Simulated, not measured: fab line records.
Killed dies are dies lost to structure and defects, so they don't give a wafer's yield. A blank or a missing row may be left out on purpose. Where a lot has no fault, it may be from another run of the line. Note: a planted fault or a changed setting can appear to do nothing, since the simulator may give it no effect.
Chamber matching / flow berkeley cmos170 / 4 sister chambers for UCB170_PWELL_ETCH_14 on rie diel-01
The step etches Si3N4 in CH3F/Ar/O2, stops on SiO2, target depth 242 nm, time 151 s. 16 wafers are shown with their chamber, then 8 later ones without.

== EACH WAFER AND ITS CHAMBER ==
wafer=L075.1; chamber=0; drypump motor current A (A)=5.2; throttle valve pct (%)=8.17; oes product au (a.u.)=0.924
wafer=L075.2; chamber=1; drypump motor current A (A)=4.9; throttle valve pct (%)=8.27; oes product au (a.u.)=0.910
wafer=L075.3; chamber=2; drypump motor current A (A)=5.2; throttle valve pct (%)=8.21; oes product au (a.u.)=0.934
wafer=L075.4; chamber=3; drypump motor current A (A)=6.0; throttle valve pct (%)=8.16; oes product au (a.u.)=0.946
wafer=L075.5; chamber=3; drypump motor current A (A)=6.0; throttle valve pct (%)=8.13; oes product au (a.u.)=0.930
wafer=L075.6; chamber=2; drypump motor current A (A)=5.1; throttle valve pct (%)=8.22; oes product au (a.u.)=0.932
wafer=L078.1; chamber=2; drypump motor current A (A)=5.1; throttle valve pct (%)=8.22; oes product au (a.u.)=0.928
wafer=L078.3; chamber=0; drypump motor current A (A)=5.2; throttle valve pct (%)=8.17; oes product au (a.u.)=0.928
wafer=L078.4; chamber=3; drypump motor current A (A)=6.0; throttle valve pct (%)=8.16; oes product au (a.u.)=0.947
wafer=L084.2; chamber=3; drypump motor current A (A)=6.0; throttle valve pct (%)=8.16; oes product au (a.u.)=0.953
wafer=L084.4; chamber=2; drypump motor current A (A)=5.1; throttle valve pct (%)=8.23; oes product au (a.u.)=0.954
wafer=L084.5; chamber=0; drypump motor current A (A)=5.2; throttle valve pct (%)=8.16; oes product au (a.u.)=0.929
wafer=L088.2; chamber=3; drypump motor current A (A)=6.0; throttle valve pct (%)=8.15; oes product au (a.u.)=0.957
wafer=L088.3; chamber=1; drypump motor current A (A)=4.8; throttle valve pct (%)=8.26; oes product au (a.u.)=0.922
wafer=L088.5; chamber=1; drypump motor current A (A)=4.8; throttle valve pct (%)=8.27; oes product au (a.u.)=0.920
wafer=L090.3; chamber=1; drypump motor current A (A)=4.8; throttle valve pct (%)=8.27; oes product au (a.u.)=0.912

SIGNATURES (means of the wafers above)
reading=drypump motor current A; chamber 0=5.200; chamber 1=4.825; chamber 2=5.125; chamber 3=6.000; scatter within a chamber=0.0354
reading=throttle valve pct; chamber 0=8.1667; chamber 1=8.2675; chamber 2=8.2200; chamber 3=8.1520; scatter within a chamber=0.00923
reading=oes product au; chamber 0=0.92700; chamber 1=0.91600; chamber 2=0.93700; chamber 3=0.94660; scatter within a chamber=0.00888
Rule: for each reading, subtract the chamber's mean from the wafer's reading, divide by that reading's scatter and square the result; add these up over the readings and take the root, which gives the wafer's distance from the chamber. The wafer belongs to the nearest chamber; if the next one is less than 2 further off, it can't be placed. The scatter: the root of (the sum of the squares of (reading less its chamber's mean) over the shown wafers, divided by (wafers less chambers)).

== WAFERS WITH NO CHAMBER GIVEN ==
wafer=L090.4; drypump motor current A (A)=5.1; throttle valve pct (%)=8.22; oes product au (a.u.)=0.960
wafer=L090.6; drypump motor current A (A)=6.0; throttle valve pct (%)=8.17; oes product au (a.u.)=0.948
wafer=L093.2; drypump motor current A (A)=5.2; throttle valve pct (%)=8.20; oes product au (a.u.)=0.943
wafer=L093.4; drypump motor current A (A)=5.2; throttle valve pct (%)=8.18; oes product au (a.u.)=0.934
wafer=L093.6; drypump motor current A (A)=5.1; throttle valve pct (%)=8.21; oes product au (a.u.)=0.946
wafer=L095.1; drypump motor current A (A)=5.0; throttle valve pct (%)=8.21; oes product au (a.u.)=0.941
wafer=L095.4; drypump motor current A (A)=6.0; throttle valve pct (%)=8.15; oes product au (a.u.)=0.944
wafer=L095.5; drypump motor current A (A)=5.2; throttle valve pct (%)=8.17; oes product au (a.u.)=0.930

== CHAMBER TAKEN BY EACH ==
wafer=L090.4; from the rows above=2; in truth=2
wafer=L090.6; from the rows above=3; in truth=3
wafer=L093.2; from the rows above=can't be placed: 2 or 0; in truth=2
wafer=L093.4; from the rows above=0; in truth=0
wafer=L093.6; from the rows above=2; in truth=2
wafer=L095.1; from the rows above=2; in truth=2
wafer=L095.4; from the rows above=3; in truth=3
wafer=L095.5; from the rows above=0; in truth=0
Correctly placed: 7 of 8. These rows do not allow placing 1 (true chamber among the candidates in 1). Placed wrongly: 0.
